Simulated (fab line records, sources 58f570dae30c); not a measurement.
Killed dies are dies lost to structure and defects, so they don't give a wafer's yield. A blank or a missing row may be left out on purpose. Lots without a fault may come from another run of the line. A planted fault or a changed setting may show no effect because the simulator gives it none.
Chamber matching | flow berkeley_cmos170 | UCB170_GATE_ETCH_15 on rie_si-02: 4 sister chambers
The step etches poly-Si in HBr/Cl2, stops on SiO2, time 56.3 s, target depth 278.2 nm. 14 wafers are shown with their chamber, then 7 later ones without.

WAFERS WITH THEIR CHAMBER
wafer  | chamber | throttle_valve_pct (%) | he_backside_leak_sccm (sccm) | oes_product_au (a.u.)
L170.2 | 1       | 26.60                  | 2.2                          | 0.827
L170.4 | 3       | 26.26                  | 2.6                          | 0.863
L170.6 | 1       | 26.60                  | 2.0                          | 0.821
L171.3 | 3       | 26.27                  | 2.5                          | 0.854
L171.4 | 0       | 26.47                  | 3.1                          | 0.852
L171.5 | 0       | 26.47                  | 3.1                          | 0.845
L174.1 | 1       | 26.60                  | 2.2                          | 0.809
L174.2 | 2       | 26.55                  | 2.9                          | 0.828
L174.3 | 0       | 26.47                  | 3.2                          | 0.837
L177.1 | 3       | 26.27                  | 2.7                          | 0.832
L177.5 | 1       | 26.63                  | 2.3                          | 0.807
L177.6 | 0       | 26.47                  | 3.3                          | 0.841
L175.2 | 1       | 26.61                  | 2.2                          | 0.817
L175.4 | 2       | 26.53                  | 2.8                          | 0.826

SIGNATURES (means of the wafers above)
reading               | chamber 0 | chamber 1 | chamber 2 | chamber 3 | scatter within a chamber
throttle_valve_pct    | 26.4700   | 26.6080   | 26.5400   | 26.2667   | 0.00973
he_backside_leak_sccm | 3.175     | 2.180     | 2.850     | 2.600     | 0.1
oes_product_au        | 0.84375   | 0.81620   | 0.82700   | 0.84967   | 0.00954
Rule: a wafer's distance from a chamber is the root of the sum, over the readings, of the square of ((its reading less the chamber's mean) divided by the reading's scatter). The wafer belongs to the nearest chamber; if the next one is less than 2 further off, it can't be placed. The scatter: the root of (the sum of the squares of (reading less its chamber's mean) over the shown wafers, divided by (wafers less chambers)).

WAFERS WITHOUT THEIR CHAMBER
wafer  | throttle_valve_pct (%) | he_backside_leak_sccm (sccm) | oes_product_au (a.u.)
L175.5 | 26.61                  | 2.3                          | 0.815
L180.1 | 26.25                  | 2.4                          | 0.853
L180.4 | 26.54                  | 2.8                          | 0.827
L180.5 | 26.54                  | 2.8                          | 0.836
L181.1 | 26.46                  | 3.1                          | 0.845
L181.2 | 26.54                  | 2.8                          | 0.837
L181.5 | 26.26                  | 2.6                          | 0.858

WHICH CHAMBER EACH WENT THROUGH
wafer  | from the rows above | in truth
L175.5 | 1                   | 1
L180.1 | 3                   | 3
L180.4 | 2                   | 2
L180.5 | 2                   | 2
L181.1 | 0                   | 0
L181.2 | 2                   | 2
L181.5 | 3                   | 3
Placed correctly: 7 of 7. Can't be placed from these rows: 0. Placed wrongly: 0.
